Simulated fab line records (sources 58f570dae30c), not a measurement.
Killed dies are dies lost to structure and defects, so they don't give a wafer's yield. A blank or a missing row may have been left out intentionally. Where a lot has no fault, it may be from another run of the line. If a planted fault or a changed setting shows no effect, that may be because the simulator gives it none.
fab line records	flow berkeley-cmos170
record lots=14	wafers=42	last-day=16
route steps=331 shown NLDD@165 CONTACT@224 V1@258 V2@299
lots that met no fault: taken from a fault-free run of the same line
start-h: hours from the record's first day to the start of the lot's first wafer shown	wait-h: time in hours since the lot's previous step	" unchanged from the row above	L1.1+2: a single row standing in for several wafers	- value missing, or start not given	* or withheld: withheld	< > ~ a bound
route shown NAME@n: a module of which the file shows steps, and the number in the route of the first	usual: average and standard deviation across the fault-free wafers	same: alike in all rows	chamber/n: place in a boat	sites: per-site readings	_std_site: the values' standard deviation	_edge_site: outer sites' mean less inner sites'	radius-mm: for every site, how far away it sits from the centre of the wafer	mask NAME#n: copy n	behind: tool/chamber where the wafer was last shaped	hold: the reason the lot was held/the length of the hold in hours/how it ended	device: whichever transistor did not switch (one of n, p or np)	end of line: tests of these same wafers at the route's end	step lacking rows: just its recipe	killed: the dies lost at the first sort to structure and to defects; this is not the yield of the wafer	map: the dies of a wafer, with x for killed, . for not killed, _ for no die there
set.NAME: the setting as run; set.NAME@STEP: as run at that earlier step	model.NAME: the simulator's own value behind a step, which no gauge read
one table for each step of the route and one row for each wafer, over a sample of lots
services: from which hour (start-h, from the record's first day; less than 0 if before it) a tool's chamber was out of use, for how many hours, and why
## steps
# step UCB170_NLDD_OVL_MEAS_07
# usual NLDD_OVL=-3/5.4
lot.wafer	tool	chamber	start-h	wait-h	NLDD_OVL[nm]
L646.1	overlay-02	-	156.27	0.1	-12
L646.2	"	-	"	"	-4
L646.4	"	-	"	"	-10
L647.1	overlay-02	-	167.15	0.1	-6
L647.3	"	-	"	"	-10
L647.6	"	-	"	"	-5
L648.1	overlay-01	-	167.33	0.1	-3
L648.3	"	-	"	"	-10
L648.5	"	-	"	"	-3
L653.2	overlay-01	-	194.43	0.1	1
L653.3	"	-	"	"	-6
L653.4	"	-	"	"	-7
L654.3	overlay-01	-	199.82	0.1	4
L654.4	"	-	"	"	6
L654.6	"	-	"	"	-2
L658.2	overlay-01	-	211.33	0.1	4
L658.3	"	-	"	"	0
L658.4	"	-	"	"	-4
L660.2	overlay-02	-	225.44	0.1	-2
L660.4	"	-	"	"	6
L660.6	"	-	"	"	-4
L659.1	overlay-01	-	226.47	0.1	-17
L659.2	"	-	"	"	-3
L659.4	"	-	"	"	-9
L665.1	overlay-01	-	247.15	0.1	1
L665.2	"	-	"	"	3
L665.6	"	-	"	"	2
L663.1	overlay-01	-	247.57	0.1	-3
L663.3	"	-	"	"	1
L663.5	"	-	"	"	-5
L666.1	overlay-01	-	257.85	0.1	-8
L666.3	"	-	"	"	-2
L666.4	"	-	"	"	-2
L668.3	overlay-02	-	259.04	0.1	0
L668.4	"	-	"	"	5
L668.6	"	-	"	"	3
L667.1	overlay-01	-	259.75	0.1	-2
L667.3	"	-	"	"	-2
L667.6	"	-	"	"	-9
L669.1	overlay-02	-	277.22	0.1	-8
L669.3	"	-	"	"	-11
L669.5	"	-	"	"	-4
# step UCB170_CONTACT_RTA_08
# recipe temp-c=900	time-s=10	ambient=N2
# usual lamp-power-pct=23.8/0.53	wafer_temp_C_max=903.2/1.2
lot.wafer	tool	chamber	start-h	wait-h	lamp-power-pct	wafer_temp_C_max
L646.1	rtp-anneal-01	0	172.99	0.0	23.3	903.7
L646.2	"	0	"	"	23.2	901.8
L646.4	"	0	"	"	23.2	902.1
L647.1	rtp-anneal-01	0	191.20	0.0	23.2	901.6
L647.3	"	0	"	"	23.3	902.0
L647.6	"	0	"	"	23.2	901.7
L648.1	rtp-anneal-02	0	191.25	0.0	24.3	902.7
L648.3	"	0	"	"	24.3	904.7
L648.5	"	0	"	"	24.3	902.8
L653.2	rtp-anneal-01	0	209.59	0.0	23.2	901.9
L653.3	"	0	"	"	23.2	901.8
L653.4	"	0	"	"	23.2	902.5
L654.3	rtp-anneal-02	0	215.71	0.0	24.3	903.9
L654.4	"	0	"	"	24.3	905.5
L654.6	"	0	"	"	24.3	904.2
L658.2	rtp-anneal-02	0	230.56	0.0	24.3	902.9
L658.3	"	0	"	"	24.3	905.2
L658.4	"	0	"	"	24.3	904.9
L660.2	rtp-anneal-02	0	240.42	0.0	24.3	903.5
L660.4	"	0	"	"	24.3	904.1
L660.6	"	0	"	"	24.3	903.6
L659.1	rtp-anneal-02	0	241.61	0.0	24.3	905.1
L659.2	"	0	"	"	24.3	903.0
L659.4	"	0	"	"	24.3	904.5
L663.1	rtp-anneal-01	0	269.36	0.0	23.2	901.8
L663.3	"	0	"	"	23.2	902.7
L663.5	"	0	"	"	23.2	902.8
L665.1	rtp-anneal-01	0	269.43	0.1	23.3	901.9
L665.2	"	0	"	"	23.2	902.9
L665.6	"	0	"	"	23.3	903.0
L666.1	rtp-anneal-02	0	273.78	0.0	24.3	904.6
L666.3	"	0	"	"	24.3	904.0
L666.4	"	0	"	"	24.3	904.2
L668.3	rtp-anneal-01	0	274.97	0.0	23.2	902.4
L668.4	"	0	"	"	23.2	902.0
L668.6	"	0	"	"	23.2	902.2
L667.1	rtp-anneal-02	0	275.02	0.0	24.3	904.3
L667.3	"	0	"	"	24.3	902.8
L667.6	"	0	"	"	24.3	904.9
L669.1	rtp-anneal-02	0	295.45	0.0	24.4	905.6
L669.3	"	0	"	"	24.3	904.2
L669.5	"	0	"	"	24.3	904.1
# step UCB170_V1_THK_MEAS_04
# recipe reads=SiO2_of_V1_CVD_00
# usual V1_POLISHED_THK=999.6/1.1
lot.wafer	tool	chamber	start-h	wait-h	V1_POLISHED_THK[nm]
L646.1	film-metro-03	-	180.16	0.1	1001.1
L646.2	"	-	"	"	999.2
L646.4	"	-	"	"	1001.4
L647.1	film-metro-01	-	198.08	0.1	999.6
L647.3	"	-	"	"	999.6
L647.6	"	-	"	"	998.9
L648.1	film-metro-01	-	199.41	0.1	999.1
L648.3	"	-	"	"	1001.2
L648.5	"	-	"	"	999.4
L653.2	film-metro-01	-	216.63	0.1	997.7
L653.3	"	-	"	"	998.3
L653.4	"	-	"	"	998.8
L654.3	film-metro-03	-	221.85	0.1	998.0
L654.4	"	-	"	"	1000.3
L654.6	"	-	"	"	999.7
L658.2	film-metro-03	-	237.23	0.1	999.9
L658.3	"	-	"	"	998.2
L658.4	"	-	"	"	999.5
L660.2	film-metro-01	-	247.17	0.1	999.6
L660.4	"	-	"	"	999.5
L660.6	"	-	"	"	1001.1
L659.1	film-metro-01	-	248.50	0.1	1001.5
L659.2	"	-	"	"	1000.6
L659.4	"	-	"	"	1001.1
L663.1	film-metro-03	-	362.27	0.1	1000.7
L663.3	"	-	"	"	999.3
L663.5	"	-	"	"	1000.7
L665.1	film-metro-01	-	362.55	0.1	999.4
L665.2	"	-	"	"	999.6
L665.6	"	-	"	"	998.7
L666.1	film-metro-03	-	362.58	0.1	1000.4
L666.3	"	-	"	"	999.6
L666.4	"	-	"	"	1000.3
L667.1	film-metro-02	-	362.85	0.1	1000.5
L667.3	"	-	"	"	999.8
L667.6	"	-	"	"	999.6
L668.3	film-metro-01	-	362.91	0.1	999.5
L668.4	"	-	"	"	1000.4
L668.6	"	-	"	"	1000.2
L669.1	film-metro-01	-	363.15	0.1	999.6
L669.3	"	-	"	"	998.7
L669.5	"	-	"	"	997.3
# step UCB170_V2_COAT_07
# recipe resist=KrF	spin-rpm=1500	resist-thk-nm=900
# usual spin-speed-rpm=1499.9/0.99
lot.wafer	tool	chamber	start-h	wait-h	spin-speed-rpm
L646.1	litho-track-02	0	187.84	0.1	1501.8
L646.2	"	0	"	"	1499.8
L646.4	"	0	"	"	1501.0
L648.1	litho-track-01	0	206.12	0.1	1498.3
L648.3	"	0	"	"	1500.1
L648.5	"	0	"	"	1499.4
L647.1	litho-track-03	0	206.54	0.1	1501.4
L647.3	"	0	"	"	1500.5
L647.6	"	0	"	"	1501.0
L653.2	litho-track-02	0	223.07	0.1	1410.0
L653.3	"	0	"	"	1412.5
L653.4	"	0	"	"	1409.4
L654.3	litho-track-02	0	231.19	0.1	1410.8
L654.4	"	0	"	"	1410.8
L654.6	"	0	"	"	1412.4
L658.2	litho-track-03	0	242.89	0.1	1499.9
L658.3	"	0	"	"	1499.8
L658.4	"	0	"	"	1499.4
L660.2	litho-track-03	0	254.53	0.1	1499.4
L660.4	"	0	"	"	1500.9
L660.6	"	0	"	"	1498.4
L659.1	litho-track-01	0	257.15	0.1	1499.4
L659.2	"	0	"	"	1500.0
L659.4	"	0	"	"	1500.2
L663.1	litho-track-03	0	374.59	0.1	1498.5
L663.3	"	0	"	"	1499.0
L663.5	"	0	"	"	1500.4
L668.3	litho-track-03	0	375.54	0.1	1502.0
L668.4	"	0	"	"	1501.1
L668.6	"	0	"	"	1501.6
L666.1	litho-track-03	0	375.94	0.1	1500.2
L666.3	"	0	"	"	1500.8
L666.4	"	0	"	"	1499.0
L667.1	litho-track-03	0	379.19	0.1	1500.4
L667.3	"	0	"	"	1499.3
L667.6	"	0	"	"	1500.8
L665.1	litho-track-02	0	379.47	0.1	1500.7
L665.2	"	0	"	"	1500.9
L665.6	"	0	"	"	1500.5
L669.1	litho-track-01	0	380.30	0.1	1499.6
L669.3	"	0	"	"	1500.5
L669.5	"	0	"	"	1500.4
# step UCB170_V2_STRIP_15
# recipe chemistry=O2	power-w=400	pressure-mtorr=3500	platen-temp-c=withheld	o2-flow-sccm=400	overash-fraction=0.5
# usual drypump-motor-current-A=5.9/0.5	oes-product-au=0.721/0.0048	strip-time-to-endpoint-s=15.29/0.096
lot.wafer	tool	chamber	start-h	wait-h	drypump-motor-current-A	oes-product-au	rf-hours-counter-h	strip-time-to-endpoint-s
L646.1	plasma-asher-01	1	189.07	0.1	6.1	0.725	7	15.29
L646.2	"	0	"	"	6.5	0.722	7	15.21
L646.4	"	1	"	"	6.1	0.717	-	15.28
L648.1	plasma-asher-01	1	207.50	0.1	6.1	0.723	9	15.32
L648.3	"	0	"	"	6.5	0.724	-	15.25
L648.5	"	0	"	"	6.5	0.723	-	15.22
L647.1	plasma-asher-04	1	207.90	0.1	5.3	0.713	45	15.14
L647.3	"	1	"	"	5.3	0.723	-	15.22
L647.6	"	0	"	"	6.1	0.736	-	15.26
L653.2	plasma-asher-02	0	224.92	0.1	6.3	0.713	53	16.05
L653.3	"	0	"	"	6.3	0.730	-	15.85
L653.4	"	1	"	"	5.1	0.728	-	15.97
L654.3	plasma-asher-04	0	232.53	0.1	6.1	0.716	-	15.85
L654.4	"	1	"	"	5.3	0.722	-	15.82
L654.6	"	0	"	"	6.1	0.721	-	15.88
L658.2	plasma-asher-04	0	244.53	0.1	6.1	0.724	50	15.40
L658.3	"	0	"	"	6.1	0.724	-	15.32
L658.4	"	1	"	"	5.3	0.727	-	15.17
L660.2	plasma-asher-02	1	255.66	0.1	5.1	0.722	58	15.38
L660.4	"	0	"	"	6.2	0.719	-	15.25
L660.6	"	0	"	"	6.2	0.719	-	15.27
L659.1	plasma-asher-04	1	258.51	0.1	5.3	0.720	52	15.37
L659.2	"	0	"	"	6.1	0.728	52	15.25
L659.4	"	1	"	"	5.3	0.727	-	15.18
L663.1	plasma-asher-01	1	376.85	0.1	6.1	0.728	22	15.33
L663.3	"	1	"	"	6.1	0.715	-	15.43
L663.5	"	0	"	"	6.5	0.727	-	15.46
L666.1	plasma-asher-04	1	379.38	0.1	5.3	0.714	63	15.29
L666.3	"	1	"	"	5.3	0.718	-	15.27
L666.4	"	0	"	"	6.1	0.713	-	15.16
L668.3	plasma-asher-01	0	379.41	0.1	6.5	0.720	-	15.15
L668.4	"	1	"	"	6.1	0.726	-	15.38
L668.6	"	1	"	"	6.1	0.723	-	15.31
L667.1	plasma-asher-01	1	382.90	0.1	6.1	0.718	23	15.31
L667.3	"	0	"	"	6.5	0.720	-	15.25
L667.6	"	1	"	"	6.1	0.726	-	15.25
L665.1	plasma-asher-04	1	383.18	0.1	5.3	0.720	64	15.35
L665.2	"	0	"	"	6.1	0.723	64	15.48
L665.6	"	0	"	"	6.1	0.724	-	15.41
L669.1	plasma-asher-01	1	383.73	0.1	6.1	0.721	23	15.41
L669.3	"	1	"	"	6.1	0.718	-	15.39
L669.5	"	1	"	"	6.1	0.728	-	15.39
## services
tool	chamber	start-h	hours	kind
plasma-asher-02	-	229.99	3.3	repair
plasma-asher-01	-	241.71	39.7	repair
plasma-asher-04	-	275.88	3.5	repair
plasma-asher-01	-	277.50	1.1	repair
rtp-anneal-01	-	379.76	1.1	pm
## key
first-sign step=UCB170_V2_COAT_07	reading=spin-speed-rpm	direction=down	sigmas=90	usual=1499.9	struck=1411.0
effect step=UCB170_V2_STRIP_15	reading=strip-time-to-endpoint-s	direction=up	sigmas=6.3	usual=*	struck=*
met-at UCB170_V2_COAT_07
struck-lots L653,L654
not-acting-at UCB170_NLDD_OVL_MEAS_07,UCB170_CONTACT_RTA_08,UCB170_V1_THK_MEAS_04
onset-between 187.84 223.07
fault kind=process-parameter-drift	tool=litho-track-02	chamber=-	onset-h=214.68	steps=UCB170_V2_COAT_07	channel=spin-rpm	offset=-89.241	shape=step	end-h=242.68	acts-in=these-recipes-only	stated=1500
